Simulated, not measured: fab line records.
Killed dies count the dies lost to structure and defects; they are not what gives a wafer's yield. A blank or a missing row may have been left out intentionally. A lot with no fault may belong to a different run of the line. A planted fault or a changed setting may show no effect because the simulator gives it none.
fab line records || flow rit_cmos
[record] {"lots": 7, "wafers": 21, "last_day": 7}
route steps=202 shown PWELL@46 WELLDRIVE@50 NWELL@51 NRETRO@53
lots with no fault: from the same line, run without faults
start_h: start of the lot's first displayed wafer, in hours after the record's first day || wait_h: time in hours since the lot's previous step || " repeats the value in the row above || L1.1+2: a single row standing in for several wafers || - no value, or no start was given || * or withheld: withheld || < > ~ a bound
route shown NAME@n: NAME is a module with steps in the file, n the number in the route of the first one || usual: average and standard deviation across the fault-free wafers || same: alike in all rows || chamber/n: place in a boat || sites: readings site by site || _std_site: the standard deviation of these || _edge_site: outer sites' mean less inner sites' || radius_mm: how far each site lies from the wafer's centre || mask NAME#n: copy n || behind: the tool/chamber that last shaped the wafer || hold: why the lot went on hold/how many hours it stayed there/how the hold came to an end || device: the n, p or np transistor that did not switch || end of line: the tests these same wafers got at the end of their route || a step with no rows: only its recipe || killed: count of dies lost to structure and defects at first sort (not the wafer's yield) || map: dies across one wafer; x = killed, . = not, _ = none there
set.NAME: the setting that was run; set.NAME@STEP: the one run at that earlier step || model.NAME: the simulator's own value behind a step, which no gauge read
lots at selected steps of the route; one table per step, one row per wafer
services: when a tool's chamber went out of use (start_h, in hours from the record's first day, below 0 if earlier), for how many hours, and the reason
[[steps]]
[step RIT_PWELL_HARDBAKE_07]
[recipe] {"resist": "NOVOLAK", "temp_c": 140, "time_s": 120}
[step RIT_PWELL_IMPLANT_08]
[recipe] {"species": "B", "energy_kev": 170, "dose_cm2": 6.948e+13, "tilt_deg": 7}
[step RIT_PWELL_STRIP_09]
[recipe] {"chemistry": "O2", "time_s": 180, "resist": "NOVOLAK", "platen_temp_c": "withheld", "power_w": 500, "pressure_mtorr": 4000, "o2_flow_sccm": 4000}
[usual] {"drypump_motor_current_A": "5.34/0.25", "o2_flow_sccm": "3997/13"}
{"lot.wafer": "L923.3", "tool": "plasma_asher-02", "chamber": 0, "start_h": 30.36, "wait_h": 0.1, "drypump_motor_current_A": 5.58, "o2_flow_sccm": 3982, "rf_hours_counter_h": "-"}
{"lot.wafer": "L923.4", "tool": "plasma_asher-02", "chamber": 1, "start_h": 30.36, "wait_h": 0.1, "drypump_motor_current_A": 5.45, "o2_flow_sccm": 3988, "rf_hours_counter_h": "-"}
{"lot.wafer": "L923.5", "tool": "plasma_asher-02", "chamber": 0, "start_h": 30.36, "wait_h": 0.1, "drypump_motor_current_A": 5.58, "o2_flow_sccm": 3974, "rf_hours_counter_h": "-"}
{"lot.wafer": "L935.1", "tool": "plasma_asher-03", "chamber": 1, "start_h": 87.93, "wait_h": 0.1, "drypump_motor_current_A": 5.12, "o2_flow_sccm": 3987, "rf_hours_counter_h": 45}
{"lot.wafer": "L935.5", "tool": "plasma_asher-03", "chamber": 0, "start_h": 87.93, "wait_h": 0.1, "drypump_motor_current_A": 5.16, "o2_flow_sccm": 4018, "rf_hours_counter_h": "-"}
{"lot.wafer": "L935.6", "tool": "plasma_asher-03", "chamber": 1, "start_h": 87.93, "wait_h": 0.1, "drypump_motor_current_A": 5.11, "o2_flow_sccm": 4014, "rf_hours_counter_h": "-"}
{"lot.wafer": "L936.1", "tool": "plasma_asher-03", "chamber": 0, "start_h": 93.79, "wait_h": 0.1, "drypump_motor_current_A": 5.14, "o2_flow_sccm": 3990, "rf_hours_counter_h": 45}
{"lot.wafer": "L936.3", "tool": "plasma_asher-03", "chamber": 0, "start_h": 93.79, "wait_h": 0.1, "drypump_motor_current_A": 5.15, "o2_flow_sccm": 3990, "rf_hours_counter_h": "-"}
{"lot.wafer": "L936.5", "tool": "plasma_asher-03", "chamber": 1, "start_h": 93.79, "wait_h": 0.1, "drypump_motor_current_A": 5.11, "o2_flow_sccm": 4004, "rf_hours_counter_h": "-"}
{"lot.wafer": "L937.3", "tool": "plasma_asher-03", "chamber": 0, "start_h": 99.78, "wait_h": 0.1, "drypump_motor_current_A": 5.17, "o2_flow_sccm": 3993, "rf_hours_counter_h": "-"}
{"lot.wafer": "L937.4", "tool": "plasma_asher-03", "chamber": 1, "start_h": 99.78, "wait_h": 0.1, "drypump_motor_current_A": 5.11, "o2_flow_sccm": 4003, "rf_hours_counter_h": "-"}
{"lot.wafer": "L937.5", "tool": "plasma_asher-03", "chamber": 0, "start_h": 99.78, "wait_h": 0.1, "drypump_motor_current_A": 5.11, "o2_flow_sccm": 3996, "rf_hours_counter_h": "-"}
{"lot.wafer": "L938.2", "tool": "plasma_asher-03", "chamber": 1, "start_h": 104.61, "wait_h": 0.1, "drypump_motor_current_A": 5.11, "o2_flow_sccm": 4028, "rf_hours_counter_h": 47}
{"lot.wafer": "L938.4", "tool": "plasma_asher-03", "chamber": 1, "start_h": 104.61, "wait_h": 0.1, "drypump_motor_current_A": 5.15, "o2_flow_sccm": 4006, "rf_hours_counter_h": "-"}
{"lot.wafer": "L938.5", "tool": "plasma_asher-03", "chamber": 1, "start_h": 104.61, "wait_h": 0.1, "drypump_motor_current_A": 5.13, "o2_flow_sccm": 4017, "rf_hours_counter_h": "-"}
{"lot.wafer": "L941.1", "tool": "plasma_asher-03", "chamber": 1, "start_h": 117.92, "wait_h": 0.1, "drypump_motor_current_A": 5.11, "o2_flow_sccm": 4023, "rf_hours_counter_h": 0}
{"lot.wafer": "L941.3", "tool": "plasma_asher-03", "chamber": 1, "start_h": 117.92, "wait_h": 0.1, "drypump_motor_current_A": 5.12, "o2_flow_sccm": 3993, "rf_hours_counter_h": "-"}
{"lot.wafer": "L941.5", "tool": "plasma_asher-03", "chamber": 0, "start_h": 117.92, "wait_h": 0.1, "drypump_motor_current_A": 5.15, "o2_flow_sccm": 4004, "rf_hours_counter_h": "-"}
{"lot.wafer": "L945.2", "tool": "plasma_asher-02", "chamber": 1, "start_h": 139.16, "wait_h": 0.1, "drypump_motor_current_A": 5.43, "o2_flow_sccm": 3981, "rf_hours_counter_h": 49}
{"lot.wafer": "L945.3", "tool": "plasma_asher-02", "chamber": 0, "start_h": 139.16, "wait_h": 0.1, "drypump_motor_current_A": 5.56, "o2_flow_sccm": 4019, "rf_hours_counter_h": "-"}
{"lot.wafer": "L945.6", "tool": "plasma_asher-02", "chamber": 0, "start_h": 139.16, "wait_h": 0.1, "drypump_motor_current_A": 5.58, "o2_flow_sccm": 4002, "rf_hours_counter_h": "-"}
[step RIT_PWELL_TW_MEAS_10]
[usual] {"PWELL_TW": "955/9.8"}
{"lot.wafer": "L923.3", "tool": "film_metro-01", "chamber": "-", "start_h": 30.50, "wait_h": 0.1, "PWELL_TW": 948}
{"lot.wafer": "L923.4", "tool": "film_metro-01", "chamber": "-", "start_h": 30.50, "wait_h": 0.1, "PWELL_TW": 955}
{"lot.wafer": "L923.5", "tool": "film_metro-01", "chamber": "-", "start_h": 30.50, "wait_h": 0.1, "PWELL_TW": 952}
{"lot.wafer": "L935.1", "tool": "film_metro-04", "chamber": "-", "start_h": 88.11, "wait_h": 0.1, "PWELL_TW": 965}
{"lot.wafer": "L935.5", "tool": "film_metro-04", "chamber": "-", "start_h": 88.11, "wait_h": 0.1, "PWELL_TW": 967}
{"lot.wafer": "L935.6", "tool": "film_metro-04", "chamber": "-", "start_h": 88.11, "wait_h": 0.1, "PWELL_TW": 968}
{"lot.wafer": "L936.1", "tool": "film_metro-04", "chamber": "-", "start_h": 93.97, "wait_h": 0.1, "PWELL_TW": 959}
{"lot.wafer": "L936.3", "tool": "film_metro-04", "chamber": "-", "start_h": 93.97, "wait_h": 0.1, "PWELL_TW": 962}
{"lot.wafer": "L936.5", "tool": "film_metro-04", "chamber": "-", "start_h": 93.97, "wait_h": 0.1, "PWELL_TW": 960}
{"lot.wafer": "L937.3", "tool": "film_metro-02", "chamber": "-", "start_h": 99.92, "wait_h": 0.1, "PWELL_TW": 943}
{"lot.wafer": "L937.4", "tool": "film_metro-02", "chamber": "-", "start_h": 99.92, "wait_h": 0.1, "PWELL_TW": 949}
{"lot.wafer": "L937.5", "tool": "film_metro-02", "chamber": "-", "start_h": 99.92, "wait_h": 0.1, "PWELL_TW": 944}
{"lot.wafer": "L938.2", "tool": "film_metro-02", "chamber": "-", "start_h": 104.79, "wait_h": 0.1, "PWELL_TW": 949}
{"lot.wafer": "L938.4", "tool": "film_metro-02", "chamber": "-", "start_h": 104.79, "wait_h": 0.1, "PWELL_TW": 944}
{"lot.wafer": "L938.5", "tool": "film_metro-02", "chamber": "-", "start_h": 104.79, "wait_h": 0.1, "PWELL_TW": 945}
{"lot.wafer": "L941.1", "tool": "film_metro-01", "chamber": "-", "start_h": 118.10, "wait_h": 0.1, "PWELL_TW": 962}
{"lot.wafer": "L941.3", "tool": "film_metro-01", "chamber": "-", "start_h": 118.10, "wait_h": 0.1, "PWELL_TW": 959}
{"lot.wafer": "L941.5", "tool": "film_metro-01", "chamber": "-", "start_h": 118.10, "wait_h": 0.1, "PWELL_TW": 958}
{"lot.wafer": "L945.2", "tool": "film_metro-01", "chamber": "-", "start_h": 139.35, "wait_h": 0.1, "PWELL_TW": 962}
{"lot.wafer": "L945.3", "tool": "film_metro-01", "chamber": "-", "start_h": 139.35, "wait_h": 0.1, "PWELL_TW": 962}
{"lot.wafer": "L945.6", "tool": "film_metro-01", "chamber": "-", "start_h": 139.35, "wait_h": 0.1, "PWELL_TW": 964}
[step RIT_WELLDRIVE_ANNEAL_00]
[recipe] {"temp_c": 1100, "time_s": 14700, "ambient": "N2"}
[step RIT_WELLDRIVE_RS_MEAS_01]
[recipe] {"thk_meas_gauge": "four-point-probe"}
[usual] {"NWELL_RS": "275.3/0.83"}
{"lot.wafer": "L923.3", "tool": "film_metro-01", "chamber": "-", "start_h": 36.90, "wait_h": 0.0, "NWELL_RS[ohm/sq]": 275.3}
{"lot.wafer": "L923.4", "tool": "film_metro-01", "chamber": "-", "start_h": 36.90, "wait_h": 0.0, "NWELL_RS[ohm/sq]": 274.3}
{"lot.wafer": "L923.5", "tool": "film_metro-01", "chamber": "-", "start_h": 36.90, "wait_h": 0.0, "NWELL_RS[ohm/sq]": 274.7}
{"lot.wafer": "L935.1", "tool": "film_metro-02", "chamber": "-", "start_h": 93.25, "wait_h": 0.0, "NWELL_RS[ohm/sq]": 275.3}
{"lot.wafer": "L935.5", "tool": "film_metro-02", "chamber": "-", "start_h": 93.25, "wait_h": 0.0, "NWELL_RS[ohm/sq]": 275.3}
{"lot.wafer": "L935.6", "tool": "film_metro-02", "chamber": "-", "start_h": 93.25, "wait_h": 0.0, "NWELL_RS[ohm/sq]": 275.5}
{"lot.wafer": "L936.1", "tool": "film_metro-04", "chamber": "-", "start_h": 99.11, "wait_h": 0.0, "NWELL_RS[ohm/sq]": 275.2}
{"lot.wafer": "L936.3", "tool": "film_metro-04", "chamber": "-", "start_h": 99.11, "wait_h": 0.0, "NWELL_RS[ohm/sq]": 275.8}
{"lot.wafer": "L936.5", "tool": "film_metro-04", "chamber": "-", "start_h": 99.11, "wait_h": 0.0, "NWELL_RS[ohm/sq]": 274.7}
{"lot.wafer": "L937.3", "tool": "film_metro-02", "chamber": "-", "start_h": 105.08, "wait_h": 0.0, "NWELL_RS[ohm/sq]": 273.8}
{"lot.wafer": "L937.4", "tool": "film_metro-02", "chamber": "-", "start_h": 105.08, "wait_h": 0.0, "NWELL_RS[ohm/sq]": 274.9}
{"lot.wafer": "L937.5", "tool": "film_metro-02", "chamber": "-", "start_h": 105.08, "wait_h": 0.0, "NWELL_RS[ohm/sq]": 274.4}
{"lot.wafer": "L938.2", "tool": "film_metro-01", "chamber": "-", "start_h": 110.15, "wait_h": 0.0, "NWELL_RS[ohm/sq]": 273.7}
{"lot.wafer": "L938.4", "tool": "film_metro-01", "chamber": "-", "start_h": 110.15, "wait_h": 0.0, "NWELL_RS[ohm/sq]": 274.7}
{"lot.wafer": "L938.5", "tool": "film_metro-01", "chamber": "-", "start_h": 110.15, "wait_h": 0.0, "NWELL_RS[ohm/sq]": 274.7}
{"lot.wafer": "L941.1", "tool": "film_metro-04", "chamber": "-", "start_h": 124.59, "wait_h": 0.0, "NWELL_RS[ohm/sq]": 275.9}
{"lot.wafer": "L941.3", "tool": "film_metro-04", "chamber": "-", "start_h": 124.59, "wait_h": 0.0, "NWELL_RS[ohm/sq]": 276.4}
{"lot.wafer": "L941.5", "tool": "film_metro-04", "chamber": "-", "start_h": 124.59, "wait_h": 0.0, "NWELL_RS[ohm/sq]": 276.1}
{"lot.wafer": "L945.2", "tool": "film_metro-04", "chamber": "-", "start_h": 144.99, "wait_h": 0.0, "NWELL_RS[ohm/sq]": 276.1}
{"lot.wafer": "L945.3", "tool": "film_metro-04", "chamber": "-", "start_h": 144.99, "wait_h": 0.0, "NWELL_RS[ohm/sq]": 276.3}
{"lot.wafer": "L945.6", "tool": "film_metro-04", "chamber": "-", "start_h": 144.99, "wait_h": 0.0, "NWELL_RS[ohm/sq]": 276.2}
[step RIT_WELLDRIVE_RS_MEAS_02]
[recipe] {"thk_meas_gauge": "four-point-probe"}
[usual] {"PWELL_RS": "431.5/1.2"}
{"lot.wafer": "L923.3", "tool": "film_metro-01", "chamber": "-", "start_h": 37.02, "wait_h": 0.1, "PWELL_RS[ohm/sq]": 430.6}
{"lot.wafer": "L923.4", "tool": "film_metro-01", "chamber": "-", "start_h": 37.02, "wait_h": 0.1, "PWELL_RS[ohm/sq]": 431.8}
{"lot.wafer": "L923.5", "tool": "film_metro-01", "chamber": "-", "start_h": 37.02, "wait_h": 0.1, "PWELL_RS[ohm/sq]": 432.2}
{"lot.wafer": "L935.1", "tool": "film_metro-02", "chamber": "-", "start_h": 93.37, "wait_h": 0.1, "PWELL_RS[ohm/sq]": 432.0}
{"lot.wafer": "L935.5", "tool": "film_metro-02", "chamber": "-", "start_h": 93.37, "wait_h": 0.1, "PWELL_RS[ohm/sq]": 432.6}
{"lot.wafer": "L935.6", "tool": "film_metro-02", "chamber": "-", "start_h": 93.37, "wait_h": 0.1, "PWELL_RS[ohm/sq]": 432.2}
{"lot.wafer": "L936.1", "tool": "film_metro-04", "chamber": "-", "start_h": 99.23, "wait_h": 0.1, "PWELL_RS[ohm/sq]": 431.8}
{"lot.wafer": "L936.3", "tool": "film_metro-04", "chamber": "-", "start_h": 99.23, "wait_h": 0.1, "PWELL_RS[ohm/sq]": 432.1}
{"lot.wafer": "L936.5", "tool": "film_metro-04", "chamber": "-", "start_h": 99.23, "wait_h": 0.1, "PWELL_RS[ohm/sq]": 432.5}
{"lot.wafer": "L937.3", "tool": "film_metro-02", "chamber": "-", "start_h": 105.20, "wait_h": 0.1, "PWELL_RS[ohm/sq]": 431.8}
{"lot.wafer": "L937.4", "tool": "film_metro-02", "chamber": "-", "start_h": 105.20, "wait_h": 0.1, "PWELL_RS[ohm/sq]": 431.5}
{"lot.wafer": "L937.5", "tool": "film_metro-02", "chamber": "-", "start_h": 105.20, "wait_h": 0.1, "PWELL_RS[ohm/sq]": 430.4}
{"lot.wafer": "L938.2", "tool": "film_metro-01", "chamber": "-", "start_h": 110.27, "wait_h": 0.1, "PWELL_RS[ohm/sq]": 430.4}
{"lot.wafer": "L938.4", "tool": "film_metro-01", "chamber": "-", "start_h": 110.27, "wait_h": 0.1, "PWELL_RS[ohm/sq]": 431.4}
{"lot.wafer": "L938.5", "tool": "film_metro-01", "chamber": "-", "start_h": 110.27, "wait_h": 0.1, "PWELL_RS[ohm/sq]": 430.2}
{"lot.wafer": "L941.1", "tool": "film_metro-04", "chamber": "-", "start_h": 124.71, "wait_h": 0.1, "PWELL_RS[ohm/sq]": 432.5}
{"lot.wafer": "L941.3", "tool": "film_metro-04", "chamber": "-", "start_h": 124.71, "wait_h": 0.1, "PWELL_RS[ohm/sq]": 432.2}
{"lot.wafer": "L941.5", "tool": "film_metro-04", "chamber": "-", "start_h": 124.71, "wait_h": 0.1, "PWELL_RS[ohm/sq]": 433.4}
{"lot.wafer": "L945.2", "tool": "film_metro-04", "chamber": "-", "start_h": 145.11, "wait_h": 0.1, "PWELL_RS[ohm/sq]": 430.5}
{"lot.wafer": "L945.3", "tool": "film_metro-04", "chamber": "-", "start_h": 145.11, "wait_h": 0.1, "PWELL_RS[ohm/sq]": 431.4}
{"lot.wafer": "L945.6", "tool": "film_metro-04", "chamber": "-", "start_h": 145.11, "wait_h": 0.1, "PWELL_RS[ohm/sq]": 431.0}
[step RIT_NRETRO_HMDS_00]
[recipe] {"prime_time_s": 60, "prime_temp_c": 140}
[step RIT_NRETRO_COAT_01]
[recipe] {"resist": "NOVOLAK", "spin_rpm": 2000, "resist_thk_nm": 1300}
[step RIT_NRETRO_SOFTBAKE_02]
[recipe] {"resist": "NOVOLAK", "temp_c": 90, "time_s": 60}
[step RIT_NRETRO_EXPOSE_03]
[recipe] {"mask_id": "M4", "na": 0.57, "target_cd_nm": 43900, "dose_mj": 250}
[step RIT_NRETRO_PEB_04]
[recipe] {"resist": "NOVOLAK", "temp_c": "withheld", "time_s": "withheld"}
[step RIT_NRETRO_DEVELOP_05]
[recipe] {"resist": "NOVOLAK", "develop_time_s": 68, "dev_temp_c": 23}
[usual] {"chill_plate_temp_C": "23.00/0.11", "develop_time_s": "68/0", "exhaust_pa": "45.1/0.76"}
{"lot.wafer": "L923.3", "tool": "litho_track-04", "chamber": 0, "start_h": 38, "wait_h": "-", "chill_plate_temp_C": 23.19, "develop_time_s": 68, "exhaust_pa": 45.0}
{"lot.wafer": "L923.4", "tool": "litho_track-04", "chamber": 0, "start_h": 38, "wait_h": "-", "chill_plate_temp_C": 23.19, "develop_time_s": 68, "exhaust_pa": 45.3}
{"lot.wafer": "L923.5", "tool": "litho_track-04", "chamber": 0, "start_h": 38, "wait_h": "-", "chill_plate_temp_C": 23.10, "develop_time_s": 68, "exhaust_pa": 45.3}
{"lot.wafer": "L935.1", "tool": "litho_track-03", "chamber": 0, "start_h": 94, "wait_h": "-", "chill_plate_temp_C": 23.01, "develop_time_s": 68, "exhaust_pa": 45.3}
{"lot.wafer": "L935.5", "tool": "litho_track-03", "chamber": 0, "start_h": 94, "wait_h": "-", "chill_plate_temp_C": 22.97, "develop_time_s": 68, "exhaust_pa": 45.7}
{"lot.wafer": "L935.6", "tool": "litho_track-03", "chamber": 0, "start_h": 94, "wait_h": "-", "chill_plate_temp_C": 22.83, "develop_time_s": 68, "exhaust_pa": 46.2}
{"lot.wafer": "L936.1", "tool": "litho_track-03", "chamber": "-", "start_h": 100, "wait_h": "-", "chill_plate_temp_C": "-", "develop_time_s": "-", "exhaust_pa": "-"}
{"lot.wafer": "L936.3", "tool": "litho_track-03", "chamber": "-", "start_h": 100, "wait_h": "-", "chill_plate_temp_C": "-", "develop_time_s": "-", "exhaust_pa": "-"}
{"lot.wafer": "L936.5", "tool": "litho_track-03", "chamber": "-", "start_h": 100, "wait_h": "-", "chill_plate_temp_C": "-", "develop_time_s": "-", "exhaust_pa": "-"}
{"lot.wafer": "L937.3", "tool": "litho_track-01", "chamber": "-", "start_h": 106, "wait_h": "-", "chill_plate_temp_C": "-", "develop_time_s": "-", "exhaust_pa": "-"}
{"lot.wafer": "L937.4", "tool": "litho_track-01", "chamber": "-", "start_h": 106, "wait_h": "-", "chill_plate_temp_C": "-", "develop_time_s": "-", "exhaust_pa": "-"}
{"lot.wafer": "L937.5", "tool": "litho_track-01", "chamber": "-", "start_h": 106, "wait_h": "-", "chill_plate_temp_C": "-", "develop_time_s": "-", "exhaust_pa": "-"}
{"lot.wafer": "L938.2", "tool": "litho_track-01", "chamber": "-", "start_h": 111, "wait_h": "-", "chill_plate_temp_C": "-", "develop_time_s": "-", "exhaust_pa": "-"}
{"lot.wafer": "L938.4", "tool": "litho_track-01", "chamber": "-", "start_h": 111, "wait_h": "-", "chill_plate_temp_C": "-", "develop_time_s": "-", "exhaust_pa": "-"}
{"lot.wafer": "L938.5", "tool": "litho_track-01", "chamber": "-", "start_h": 111, "wait_h": "-", "chill_plate_temp_C": "-", "develop_time_s": "-", "exhaust_pa": "-"}
{"lot.wafer": "L941.1", "tool": "litho_track-01", "chamber": 0, "start_h": 125, "wait_h": "-", "chill_plate_temp_C": 23.01, "develop_time_s": 68, "exhaust_pa": 44.6}
{"lot.wafer": "L941.3", "tool": "litho_track-01", "chamber": 0, "start_h": 125, "wait_h": "-", "chill_plate_temp_C": 22.98, "develop_time_s": 68, "exhaust_pa": 45.1}
{"lot.wafer": "L941.5", "tool": "litho_track-01", "chamber": 0, "start_h": 125, "wait_h": "-", "chill_plate_temp_C": 23.06, "develop_time_s": 68, "exhaust_pa": 44.8}
{"lot.wafer": "L945.2", "tool": "litho_track-03", "chamber": 0, "start_h": 146, "wait_h": "-", "chill_plate_temp_C": 22.99, "develop_time_s": 68, "exhaust_pa": 45.6}
{"lot.wafer": "L945.3", "tool": "litho_track-03", "chamber": 0, "start_h": 146, "wait_h": "-", "chill_plate_temp_C": 22.93, "develop_time_s": 68, "exhaust_pa": 46.7}
{"lot.wafer": "L945.6", "tool": "litho_track-03", "chamber": 0, "start_h": 146, "wait_h": "-", "chill_plate_temp_C": 23.01, "develop_time_s": 68, "exhaust_pa": 46.7}
[step RIT_NRETRO_OVL_MEAS_06]
[usual] {"NRETRO_OVL": "0.8/1.3"}
{"lot.wafer": "L923.3", "tool": "overlay-01", "chamber": "-", "start_h": 38.23, "wait_h": "-", "NRETRO_OVL[nm]": 2.9}
{"lot.wafer": "L923.4", "tool": "overlay-01", "chamber": "-", "start_h": 38.23, "wait_h": "-", "NRETRO_OVL[nm]": 1.6}
{"lot.wafer": "L923.5", "tool": "overlay-01", "chamber": "-", "start_h": 38.23, "wait_h": "-", "NRETRO_OVL[nm]": 2.6}
{"lot.wafer": "L935.1", "tool": "overlay-02", "chamber": "-", "start_h": 94.60, "wait_h": "-", "NRETRO_OVL[nm]": 1.5}
{"lot.wafer": "L935.5", "tool": "overlay-02", "chamber": "-", "start_h": 94.60, "wait_h": "-", "NRETRO_OVL[nm]": 1.9}
{"lot.wafer": "L935.6", "tool": "overlay-02", "chamber": "-", "start_h": 94.60, "wait_h": "-", "NRETRO_OVL[nm]": 0.5}
{"lot.wafer": "L936.1", "tool": "overlay-01", "chamber": "-", "start_h": 100.23, "wait_h": "-", "NRETRO_OVL[nm]": "-"}
{"lot.wafer": "L936.3", "tool": "overlay-01", "chamber": "-", "start_h": 100.23, "wait_h": "-", "NRETRO_OVL[nm]": "-"}
{"lot.wafer": "L936.5", "tool": "overlay-01", "chamber": "-", "start_h": 100.23, "wait_h": "-", "NRETRO_OVL[nm]": "-"}
{"lot.wafer": "L937.3", "tool": "overlay-01", "chamber": "-", "start_h": 106.41, "wait_h": "-", "NRETRO_OVL[nm]": "-"}
{"lot.wafer": "L937.4", "tool": "overlay-01", "chamber": "-", "start_h": 106.41, "wait_h": "-", "NRETRO_OVL[nm]": "-"}
{"lot.wafer": "L937.5", "tool": "overlay-01", "chamber": "-", "start_h": 106.41, "wait_h": "-", "NRETRO_OVL[nm]": "-"}
{"lot.wafer": "L938.2", "tool": "overlay-01", "chamber": "-", "start_h": 111.38, "wait_h": "-", "NRETRO_OVL[nm]": "-"}
{"lot.wafer": "L938.4", "tool": "overlay-01", "chamber": "-", "start_h": 111.38, "wait_h": "-", "NRETRO_OVL[nm]": "-"}
{"lot.wafer": "L938.5", "tool": "overlay-01", "chamber": "-", "start_h": 111.38, "wait_h": "-", "NRETRO_OVL[nm]": "-"}
{"lot.wafer": "L941.1", "tool": "overlay-02", "chamber": "-", "start_h": 125.83, "wait_h": "-", "NRETRO_OVL[nm]": -0.5}
{"lot.wafer": "L941.3", "tool": "overlay-02", "chamber": "-", "start_h": 125.83, "wait_h": "-", "NRETRO_OVL[nm]": 1.0}
{"lot.wafer": "L941.5", "tool": "overlay-02", "chamber": "-", "start_h": 125.83, "wait_h": "-", "NRETRO_OVL[nm]": 1.3}
{"lot.wafer": "L945.2", "tool": "overlay-01", "chamber": "-", "start_h": 146.22, "wait_h": "-", "NRETRO_OVL[nm]": 1.1}
{"lot.wafer": "L945.3", "tool": "overlay-01", "chamber": "-", "start_h": 146.22, "wait_h": "-", "NRETRO_OVL[nm]": -0.2}
{"lot.wafer": "L945.6", "tool": "overlay-01", "chamber": "-", "start_h": 146.22, "wait_h": "-", "NRETRO_OVL[nm]": -1.1}
[[services]]
{"tool": "plasma_asher-02", "chamber": "-", "start_h": 41.58, "hours": 7.8, "kind": "repair"}
{"tool": "plasma_asher-03", "chamber": "-", "start_h": 108.75, "hours": 9.0, "kind": "pm"}
{"tool": "plasma_asher-03", "chamber": 0, "start_h": 108.75, "hours": 9.0, "kind": "vent_cycle"}
{"tool": "plasma_asher-03", "chamber": 1, "start_h": 108.75, "hours": 9.0, "kind": "vent_cycle"}
{"tool": "plasma_asher-02", "chamber": "-", "start_h": 109.58, "hours": 2.8, "kind": "pm"}
{"tool": "plasma_asher-03", "chamber": 0, "start_h": 117.75, "hours": "-", "kind": "clean"}
{"tool": "plasma_asher-03", "chamber": 1, "start_h": 117.75, "hours": "-", "kind": "clean"}
[[key]]
[first_sign] {"step": "RIT_NRETRO_DEVELOP_05", "reading": "tool_record", "direction": "missing"}
effect none on later readings
met_at RIT_NRETRO_DEVELOP_05
struck_wafers L936.1,L936.3,L936.5,L937.3,L937.4,L937.5,L938.2,L938.4,L938.5
sort_left_out L936.1,L936.3,L936.5,L937.3,L937.4,L937.5,L938.2,L938.4,L938.5
tester_left_out L936,L937,L938
onset_between 94 100
[fault] {"kind": "skipped_step_whole", "tool": "litho_track-01,litho_track-03", "chamber": "-", "onset_h": 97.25, "steps": "RIT_NRETRO_DEVELOP_05", "scope": "struck_lots_only"}
// tester_left_out: of these lots the tester's yield and bins aren't shown, on N5 and GAA mostly nor the transistor test; their killed dies are dies lost to structure and defects alone, not to doping, threshold or leakage, so they don't give the yield
// sort_left_out: the simulated sort isn't trusted on such a fault, so these wafers' sort isn't shown, and their yield isn't known
